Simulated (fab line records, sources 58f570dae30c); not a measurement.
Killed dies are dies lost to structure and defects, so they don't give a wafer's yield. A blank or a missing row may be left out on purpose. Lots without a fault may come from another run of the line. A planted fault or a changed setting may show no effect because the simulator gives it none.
Problem report in the 8D (eight disciplines) form, filled by code | flow berkeley_cmos170 | the parts of the form that need people (team, actions taken, sign-off) are left out

1. THE PROBLEM
PSD_TW at UCB170_PSD_TW_MEAS_10 reads a mean of 1984 on 6 wafers of 2 lots; wafers without a fault read 2308 with a standard deviation of 23. That is -14 standard deviations from the usual mean.
First seen on wafer L579.1, day 9 08:17, on film_metro-04. The record holds 42 wafers of 14 lots with a number at this step. Rule for "out", or "out of limits": more than 4 standard deviations from the usual mean. The other wafers with a number count as sound.

2. WHAT IT IS AND WHAT IT IS NOT
question                    | is                           | is not
which readings at this step | PSD_TW                       | -
which lots                  | L579, L581                   | L568, L569, L570, L571, L572, L573, L574, L580, L585, L587, L589, L591
which wafers of those lots  | all that have a number       | -
read on which gauges        | film_metro-01, film_metro-04 | film_metro-02
when                        | from day 9 08:17             | up to then (24 sound wafers); but 12 sound wafers of L585, L587, L589, L591 came after

3. SUSPECTS, AND WHAT RULES EACH OUT
Counting: a tool at a process step up to the reading stays a suspect if it ran every lot that is out and no sound lot after the first of them.
- the gauge at UCB170_PSD_TW_MEAS_10: ruled out. The wafers that are out were read on 2 gauges (film_metro-01, film_metro-04).
- implanter-02 at UCB170_PSD_IMPLANT_08: kept. It ran every lot that is out, first L579 (day 9 08:02), and no sound lot after that; its last sound lot up to then is L573 (day 7 18:19). Its own readings are out on those wafers: dose_ions_cm2, end_station_pressure_torr, faraday_current_uA.
Left after counting: implanter-02 at UCB170_PSD_IMPLANT_08.

4. THE CAUSE (what the simulator had put in)
Process parameter drift: implanter-02, from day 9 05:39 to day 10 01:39, at UCB170_PSD_IMPLANT_08. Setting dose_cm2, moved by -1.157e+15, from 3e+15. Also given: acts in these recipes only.
Counting left only this tool.

5. THE CHAIN OF EFFECTS, in route order
Each row: a reading whose mean over the struck wafers that have a number lies more than 3 standard deviations from the usual. Only readings for which the record gives a usual standard deviation are gone through. hours: the time from each lot's start at the first step in this table that gives one to its start at this step, as a median over the lots. sigmas: the change in usual standard deviations.
hours | step                       | reading                   | usual         | on struck wafers | change     | sigmas
0     | UCB170_PSD_IMPLANT_08      | dose_ions_cm2             | 3.001e+15     | 1.843e+15        | -1.158e+15 | -99 or more
0     | UCB170_PSD_IMPLANT_08      | end_station_pressure_torr | 1.26e-05 Torr | 9.22e-06         | -3.38e-06  | -5.8
0     | UCB170_PSD_IMPLANT_08      | faraday_current_uA        | 9248          | 5790             | -3458      | -19
0     | UCB170_PSD_STRIP_09        | oes_product_au            | 0.600 a.u.    | 0.672            | +0.072     | +16
0     | UCB170_PSD_STRIP_09        | strip_time_to_endpoint_s  | 29.43 s       | 24.59            | -4.84      | -68
0     | UCB170_PSD_TW_MEAS_10      | PSD_TW                    | 2308          | 1984             | -324       | -14
4     | UCB170_SDANNEAL_RS_MEAS_02 | PSD_RS                    | 75.5 ohm/sq   | 105.5            | +30.0      | +91
The process steps in it:
- UCB170_PSD_IMPLANT_08
- UCB170_PSD_STRIP_09: strips in O2.
Later measuring or inspecting steps at which every struck wafer that the step has a row for has a number for every such reading, and none has moved that far: UCB170_M1_OVL_MEAS_10, UCB170_M2_OVL_MEAS_16.

6. WHAT WOULD HAVE CAUGHT IT SOONER
In this record the first reading out of limits at a measuring or inspecting step was taken at day 9 08:17, 3 hours after the fault began at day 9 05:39.
The tool's own readings at UCB170_PSD_IMPLANT_08 were out on every struck wafer that the step has a row for (dose_ions_cm2, end_station_pressure_torr, faraday_current_uA): an alarm limit on them would have fired on the first of those.
Of the lots that are out (2), L581 began UCB170_PSD_IMPLANT_08 on implanter-02 after day 9 08:17. A hold on the tool at that time would have spared it.
